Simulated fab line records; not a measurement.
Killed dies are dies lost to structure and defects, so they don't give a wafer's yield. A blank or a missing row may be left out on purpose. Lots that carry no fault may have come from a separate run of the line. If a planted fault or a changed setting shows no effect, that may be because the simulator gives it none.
fab line records ; flow rit-cmos
record lots=14; wafers=42; last-day=7
route steps=202 shown NWELL@37 NRETRO@59 PSD@151 SILICIDE@165 M1@202
lots that met no fault: taken from a fault-free run of the same line
start-h: hours from the record's first day to the start of the lot's first wafer shown ; wait-h: hours elapsed since this lot's preceding step ; " repeats the value in the row above ; L1.1+2: a row that stands for several wafers ; - no value, or no start given ; * or withheld: withheld ; < > ~ a bound
route shown NAME@n: NAME is a module with steps in the file, n the number in the route of the first one ; usual: mean and standard deviation over wafers with no fault ; same: alike in all rows ; chamber/n: place in a boat ; sites: each site's reading ; _std_site: the values' standard deviation ; _edge_site: outer sites' mean less inner sites' ; radius-mm: for every site, how far away it sits from the centre of the wafer ; mask NAME#n: copy n ; behind: the most recent tool/chamber to have shaped the wafer ; hold: cause of the lot's hold/its duration in hours/its outcome ; device: the n, p or np transistor that did not switch ; end of line: tests run on the same wafers once the route is complete ; for a step that has no rows: nothing shown but its recipe ; killed: not the wafer's yield, but the dies lost to structure and defects at the first sort ; map: a wafer's dies, x killed, . not, _ none there
set.NAME: the setting as run; set.NAME@STEP: as run at that earlier step ; model.NAME: the simulator's own value behind a step, which no gauge read
route steps across a sampled set of lots; one table per step, one row per wafer
services: when a tool's chamber went out of use (start-h, in hours from the record's first day, below 0 if earlier), for how many hours, and the reason
## steps
# step RIT_NWELL_STRIP_09
# recipe chemistry=O2; time-s=180; resist=NOVOLAK; platen-temp-c=withheld; power-w=500; pressure-mtorr=4000; o2-flow-sccm=4000
# usual drypump-motor-current-A=5.9/0.48
lot.wafer;tool;chamber;start-h;wait-h;drypump-motor-current-A;rf-hours-counter-h
L833.2;plasma-asher-04;1;22.86;0.1;6.2;37
L833.4;plasma-asher-04;0;22.86;0.1;5.8;-
L833.6;plasma-asher-04;0;22.86;0.1;5.8;-
L834.2;plasma-asher-02;0;27.89;0.1;5.9;39
L834.3;plasma-asher-02;1;27.89;0.1;5.9;-
L834.5;plasma-asher-02;1;27.89;0.1;5.9;-
L835.1;plasma-asher-02;1;32.30;0.1;5.9;40
L835.3;plasma-asher-02;0;32.30;0.1;5.9;-
L835.4;plasma-asher-02;1;32.30;0.1;5.9;-
L836.2;plasma-asher-02;0;36.78;0.1;5.8;41
L836.4;plasma-asher-02;0;36.78;0.1;5.8;-
L836.5;plasma-asher-02;1;36.78;0.1;5.9;-
L837.1;plasma-asher-04;1;41.47;0.1;6.2;39
L837.3;plasma-asher-04;0;41.47;0.1;5.8;-
L837.6;plasma-asher-04;0;41.47;0.1;5.7;-
L838.2;plasma-asher-04;1;47.74;0.1;6.2;40
L838.3;plasma-asher-04;0;47.74;0.1;5.8;-
L838.5;plasma-asher-04;1;47.74;0.1;6.2;-
L839.1;plasma-asher-02;0;50.74;0.1;5.8;42
L839.2;plasma-asher-02;1;50.74;0.1;5.9;42
L839.4;plasma-asher-02;0;50.74;0.1;5.9;-
L840.2;plasma-asher-04;0;59.90;0.1;5.8;41
L840.3;plasma-asher-04;1;59.90;0.1;6.3;-
L840.6;plasma-asher-04;0;59.90;0.1;5.8;-
L842.2;plasma-asher-04;1;70.51;0.1;6.2;42
L842.5;plasma-asher-04;0;70.51;0.1;5.8;-
L842.6;plasma-asher-04;1;70.51;0.1;6.2;-
L844.1;plasma-asher-01;0;77.40;0.1;4.9;30
L844.2;plasma-asher-01;1;77.40;0.1;6.6;30
L844.5;plasma-asher-01;0;77.40;0.1;4.9;-
L845.4;plasma-asher-01;0;82.42;0.1;4.9;-
L845.5;plasma-asher-01;0;82.42;0.1;4.9;-
L845.6;plasma-asher-01;1;82.42;0.1;6.6;-
L846.3;plasma-asher-02;1;87.84;0.1;5.9;-
L846.4;plasma-asher-02;0;87.84;0.1;5.9;-
L846.5;plasma-asher-02;1;87.84;0.1;5.9;-
L852.2;plasma-asher-01;0;116.32;0.1;4.9;32
L852.4;plasma-asher-01;1;116.32;0.1;6.6;-
L852.5;plasma-asher-01;1;116.32;0.1;6.6;-
L854.1;plasma-asher-01;1;128.51;0.1;6.6;34
L854.2;plasma-asher-01;0;128.51;0.1;4.9;34
L854.5;plasma-asher-01;1;128.51;0.1;6.6;-
# step RIT_NRETRO_OVL_MEAS_06
# usual NRETRO_OVL=0.2/1.2
lot.wafer;tool;chamber;start-h;wait-h;NRETRO_OVL[nm]
L833.2;overlay-02;-;31.95;-;1.5
L833.4;overlay-02;-;31.95;-;-0.4
L833.6;overlay-02;-;31.95;-;2.9
L834.2;overlay-01;-;36.20;-;1.2
L834.3;overlay-01;-;36.20;-;1.9
L834.5;overlay-01;-;36.20;-;1.9
L835.1;overlay-01;-;40.73;-;1.2
L835.3;overlay-01;-;40.73;-;1.9
L835.4;overlay-01;-;40.73;-;1.5
L836.2;overlay-02;-;45.42;-;0.4
L836.4;overlay-02;-;45.42;-;2.3
L836.5;overlay-02;-;45.42;-;1.4
L837.1;overlay-01;-;49.58;-;1.0
L837.3;overlay-01;-;49.58;-;1.8
L837.6;overlay-01;-;49.58;-;1.0
L838.2;overlay-01;-;56.04;-;-0.7
L838.3;overlay-01;-;56.04;-;1.3
L838.5;overlay-01;-;56.04;-;-0.2
L839.1;overlay-02;-;59.66;-;0.4
L839.2;overlay-02;-;59.66;-;-0.5
L839.4;overlay-02;-;59.66;-;0.0
L840.2;overlay-02;-;68.15;-;0.2
L840.3;overlay-02;-;68.15;-;1.2
L840.6;overlay-02;-;68.15;-;-0.8
L842.2;overlay-02;-;78.89;-;0.7
L842.5;overlay-02;-;78.89;-;-1.1
L842.6;overlay-02;-;78.89;-;0.4
L844.1;overlay-02;-;86.31;-;-1.9
L844.2;overlay-02;-;86.31;-;-2.9
L844.5;overlay-02;-;86.31;-;-2.2
L845.4;overlay-01;-;91.54;-;-0.7
L845.5;overlay-01;-;91.54;-;-1.4
L845.6;overlay-01;-;91.54;-;-1.9
L846.3;overlay-02;-;96.63;-;-0.4
L846.4;overlay-02;-;96.63;-;-1.1
L846.5;overlay-02;-;96.63;-;0.1
L852.2;overlay-01;-;125.08;-;0.0
L852.4;overlay-01;-;125.08;-;-1.4
L852.5;overlay-01;-;125.08;-;-1.6
L854.1;overlay-01;-;137.19;-;-0.2
L854.2;overlay-01;-;137.19;-;-0.7
L854.5;overlay-01;-;137.19;-;-0.1
# step RIT_PSD_STRIP_09
# recipe chemistry=O2; time-s=180; resist=NOVOLAK; platen-temp-c=withheld; power-w=500; pressure-mtorr=4000; o2-flow-sccm=4000
# usual drypump-motor-current-A=5.9/0.53
lot.wafer;tool;chamber;start-h;wait-h;drypump-motor-current-A;rf-hours-counter-h
L833.2;plasma-asher-04;1;52.67;0.1;6.2;40
L833.4;plasma-asher-04;0;52.67;0.1;5.7;-
L833.6;plasma-asher-04;0;52.67;0.1;5.8;-
L834.2;plasma-asher-04;1;58.26;0.1;6.2;41
L834.3;plasma-asher-04;0;58.26;0.1;5.7;-
L834.5;plasma-asher-04;0;58.26;0.1;5.8;-
L835.1;plasma-asher-02;1;60.18;0.1;5.9;43
L835.3;plasma-asher-02;1;60.18;0.1;5.8;-
L835.4;plasma-asher-02;0;60.18;0.1;5.9;-
L836.2;plasma-asher-01;0;64.49;0.1;4.9;28
L836.4;plasma-asher-01;1;64.49;0.1;6.6;-
L836.5;plasma-asher-01;0;64.49;0.1;5.0;-
L837.1;plasma-asher-01;0;71.68;0.1;4.9;29
L837.3;plasma-asher-01;1;71.68;0.1;6.6;-
L837.6;plasma-asher-01;0;71.68;0.1;4.9;-
L838.2;plasma-asher-01;0;78.41;0.1;4.9;30
L838.3;plasma-asher-01;0;78.41;0.1;4.9;-
L838.5;plasma-asher-01;1;78.41;0.1;6.6;-
L839.1;plasma-asher-01;1;80.59;0.1;6.6;30
L839.2;plasma-asher-01;0;80.59;0.1;5.0;30
L839.4;plasma-asher-01;0;80.59;0.1;4.9;-
L840.2;plasma-asher-01;0;90.03;0.1;4.9;31
L840.3;plasma-asher-01;0;90.03;0.1;4.9;-
L840.6;plasma-asher-01;1;90.03;0.1;6.6;-
L842.2;plasma-asher-02;0;101.07;0.1;5.9;47
L842.5;plasma-asher-02;1;101.07;0.1;5.8;-
L842.6;plasma-asher-02;0;101.07;0.1;5.9;-
L844.1;plasma-asher-02;1;108.73;0.1;5.9;48
L844.2;plasma-asher-02;0;108.73;0.1;5.9;48
L844.5;plasma-asher-02;1;108.73;0.1;5.8;-
L845.4;plasma-asher-02;0;113.93;0.1;5.9;-
L845.5;plasma-asher-02;1;113.93;0.1;5.9;-
L845.6;plasma-asher-02;0;113.93;0.1;5.8;-
L846.3;plasma-asher-01;1;119.00;0.1;6.6;-
L846.4;plasma-asher-01;0;119.00;0.1;4.9;-
L846.5;plasma-asher-01;0;119.00;0.1;4.9;-
L852.2;plasma-asher-04;1;146.35;0.2;6.2;3
L852.4;plasma-asher-04;1;146.35;0.2;6.2;-
L852.5;plasma-asher-04;0;146.35;0.2;5.8;-
L854.1;plasma-asher-02;0;157.30;0.1;5.9;55
L854.2;plasma-asher-02;1;157.30;0.1;5.9;55
L854.5;plasma-asher-02;0;157.30;0.1;5.9;-
# step RIT_SILICIDE_RTA_04
# recipe temp-c=650; time-s=10; idle-temp-c=25; ramp-up-s=5; ramp-down-s=5; cool-to-c=25; ambient=N2
# usual chamber-o2-ppm=1.999/0.022; wafer_temp_C_max=652.0/0.42
lot.wafer;tool;chamber;start-h;wait-h;chamber-o2-ppm;wafer_temp_C_max
L833.2;rtp-anneal-02;0;54.16;0.1;1.964;652.4
L833.4;rtp-anneal-02;0;54.16;0.1;1.978;652.7
L833.6;rtp-anneal-02;0;54.16;0.1;1.960;652.4
L834.2;rtp-anneal-01;0;59.76;0.1;1.955;651.7
L834.3;rtp-anneal-01;0;59.76;0.1;1.986;651.8
L834.5;rtp-anneal-01;0;59.76;0.1;2.008;651.3
L835.1;rtp-anneal-02;0;61.70;0.1;2.005;652.0
L835.3;rtp-anneal-02;0;61.70;0.1;1.961;651.7
L835.4;rtp-anneal-02;0;61.70;0.1;1.969;651.7
L836.2;rtp-anneal-01;0;65.98;0.1;2.023;652.0
L836.4;rtp-anneal-01;0;65.98;0.1;2.000;651.7
L836.5;rtp-anneal-01;0;65.98;0.1;2.018;651.5
L837.1;rtp-anneal-02;0;73.16;0.1;2.028;652.2
L837.3;rtp-anneal-02;0;73.16;0.1;2.014;652.3
L837.6;rtp-anneal-02;0;73.16;0.1;2.017;651.9
L838.2;rtp-anneal-01;0;79.91;0.1;1.999;652.0
L838.3;rtp-anneal-01;0;79.91;0.1;1.972;651.3
L838.5;rtp-anneal-01;0;79.91;0.1;1.965;651.7
L839.1;rtp-anneal-02;0;82.07;0.1;2.001;651.3
L839.2;rtp-anneal-02;0;82.07;0.1;1.979;651.5
L839.4;rtp-anneal-02;0;82.07;0.1;2.000;652.8
L840.2;rtp-anneal-01;0;91.52;0.1;2.019;652.5
L840.3;rtp-anneal-01;0;91.52;0.1;1.965;652.2
L840.6;rtp-anneal-01;0;91.52;0.1;1.997;651.8
L842.2;rtp-anneal-01;0;102.58;0.1;1.961;652.1
L842.5;rtp-anneal-01;0;102.58;0.1;1.982;652.3
L842.6;rtp-anneal-01;0;102.58;0.1;2.015;652.1
L844.1;rtp-anneal-01;0;110.23;0.1;2.023;651.6
L844.2;rtp-anneal-01;0;110.23;0.1;1.993;651.6
L844.5;rtp-anneal-01;0;110.23;0.1;2.010;652.1
L845.4;rtp-anneal-02;0;115.39;0.1;1.971;651.8
L845.5;rtp-anneal-02;0;115.39;0.1;1.990;652.0
L845.6;rtp-anneal-02;0;115.39;0.1;1.988;653.3
L846.3;rtp-anneal-01;0;120.45;0.1;2.004;651.8
L846.4;rtp-anneal-01;0;120.45;0.1;1.985;653.0
L846.5;rtp-anneal-01;0;120.45;0.1;2.023;651.8
L852.2;rtp-anneal-01;0;147.94;0.1;1502.0;651.9
L852.4;rtp-anneal-01;0;147.94;0.1;1502.0;651.7
L852.5;rtp-anneal-01;0;147.94;0.1;1502.0;651.0
L854.1;rtp-anneal-01;0;158.80;0.1;1502.0;652.0
L854.2;rtp-anneal-01;0;158.80;0.1;1502.0;652.2
L854.5;rtp-anneal-01;0;158.80;0.1;1502.0;651.7
# step RIT_M1_PROBE_99
# usual killed-at-contacts=0.1/0.3; killed-at-front-end=6.9/2.9; killed-dies=7.0/2.9; killed-open=3.3/2; killed-short=3.7/2
# same gross-dies=264; killed_at_M0_to_M3=0; killed_at_M4_up=0; killed-at-back-side=0; killed-at-other=0
lot.wafer;tool;chamber;start-h;wait-h;killed-at-contacts;killed-at-front-end;killed-dies;killed-open;killed-short
L835.1;prober-01;-;68.29;0.1;0;8;8;6;2
L835.3;prober-01;-;68.39;0.2;0;10;10;5;5
L835.4;prober-01;-;68.44;0.2;0;5;5;0;5
L838.2;prober-02;-;86.36;0.1;1;6;7;3;4
L838.3;prober-02;-;86.41;0.2;0;2;2;0;2
L838.5;prober-02;-;86.51;0.2;0;8;8;2;6
L845.4;prober-02;-;122.19;0.2;0;8;8;2;6
L845.5;prober-02;-;122.24;0.2;0;9;9;3;6
L845.6;prober-02;-;122.29;0.2;0;10;10;3;7
L852.2;prober-01;-;154.59;0.1;0;2;2;1;1
L852.4;prober-01;-;154.69;0.2;0;9;9;2;7
L852.5;prober-01;-;154.74;0.2;0;7;7;4;3
L854.1;prober-02;-;165.94;0.1;0;4;4;2;2
L854.2;prober-02;-;165.99;0.1;0;5;5;2;3
L854.5;prober-02;-;166.14;0.2;0;8;8;1;7
# killed by level:class
L835.1 GATE:geometric-particle:open=3 GATE:geometric-particle:short=2 FOX2:geometric-particle:open=1 SPACER:geometric-particle:open=1 SILICIDE:geometric-particle:open=1
L835.3 FOX1:geometric-particle:short=2 FOX1:geometric-particle:open=2 GATE:geometric-particle:open=2 FOX2:geometric-particle:short=1 SPACER:geometric-particle:short=1 SILICIDE:geometric-particle:open=1 SILICIDE:geometric-particle:short=1
L835.4 GATE:geometric-particle:short=3 FOX1:geometric-particle:short=1 FOX2:geometric-particle:short=1
L838.2 REOX:geometric-particle:short=2 FOX1:geometric-particle:open=1 GATE:geometric-particle:open=1 SPACER:geometric-particle:open=1 SILICIDE:geometric-particle:short=1 CONTACT:geometric-particle:short=1
L838.3 GATE:geometric-particle:short=1 REOX:geometric-particle:short=1
L838.5 GATE:geometric-particle:short=3 FOX1:geometric-particle:short=1 FOX2:geometric-particle:open=1 FOX2:geometric-particle:short=1 SPACER:geometric-particle:short=1 SPACER:geometric-particle:open=1
L845.4 FOX1:geometric-particle:short=2 GATE:geometric-particle:short=2 SILICIDE:geometric-particle:short=2 SILICIDE:geometric-particle:open=2
L845.5 FOX1:geometric-particle:short=2 FOX2:geometric-particle:short=2 FOX1:geometric-particle:open=1 GATE:geometric-particle:open=1 GATE:geometric-particle:short=1 REOX:geometric-particle:short=1 SPACER:geometric-particle:open=1
L845.6 REOX:geometric-particle:short=3 FOX1:geometric-particle:short=2 GATE:geometric-particle:short=2 FOX1:geometric-particle:open=1 GATE:geometric-particle:open=1 REOX:geometric-particle:open=1
L852.2 GATE:geometric-particle:open=1 GATE:geometric-particle:short=1
L852.4 SILICIDE:geometric-particle:short=3 FOX2:geometric-particle:short=2 GATE:geometric-particle:short=2 GATE:geometric-particle:open=1 SPACER:geometric-particle:open=1
L852.5 GATE:geometric-particle:short=2 GATE:geometric-particle:open=2 FOX1:geometric-particle:short=1 REOX:geometric-particle:open=1 SILICIDE:geometric-particle:open=1
L854.1 GATE:geometric-particle:short=2 FOX2:geometric-particle:open=1 GATE:geometric-particle:open=1
L854.2 GATE:geometric-particle:short=2 FOX2:geometric-particle:open=1 SPACER:geometric-particle:open=1 SPACER:geometric-particle:short=1
L854.5 GATE:geometric-particle:short=3 SPACER:geometric-particle:short=3 SPACER:geometric-particle:open=1 SILICIDE:geometric-particle:short=1
## services
tool;chamber;start-h;hours;kind
plasma-asher-01;-;29.87;3.1;repair
plasma-asher-04;-;43.96;1.8;repair
plasma-asher-02;-;46.64;0.4;repair
plasma-asher-01;-;78.99;1.2;repair
plasma-asher-04;-;100.62;2.8;pm
plasma-asher-01;-;101.44;14.6;pm
plasma-asher-02;-;103.31;2.4;repair
plasma-asher-04;-;108.75;9.0;pm
plasma-asher-04;0;108.75;9.0;vent-cycle
plasma-asher-04;1;108.75;9.0;vent-cycle
plasma-asher-04;0;117.75;-;clean
plasma-asher-04;1;117.75;-;clean
plasma-asher-04;-;126.64;2.2;repair
rtp-anneal-02;-;144.59;0.8;pm
## key
first-sign step=RIT_SILICIDE_RTA_04; reading=chamber-o2-ppm; direction=up; sigmas=99+; usual=1.999; struck=1502.0
effect none on later readings
met-at RIT_SILICIDE_RTA_04
struck-lots L852,L854
tester-left-out L852,L854
not-acting-at RIT_NWELL_STRIP_09,RIT_NRETRO_OVL_MEAS_06,RIT_PSD_STRIP_09
onset-between 120.45 147.94
fault kind=process-parameter-drift; tool=rtp-anneal-01; chamber=-; onset-h=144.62; steps=RIT_SILICIDE_RTA_04; channel=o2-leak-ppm; offset=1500; shape=step; end-h=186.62
# tester-left-out: of these lots the tester's yield and bins aren't shown, on N5 and GAA mostly nor the transistor test; their killed dies are dies lost to structure and defects alone, not to doping, threshold or leakage, so they don't give the yield
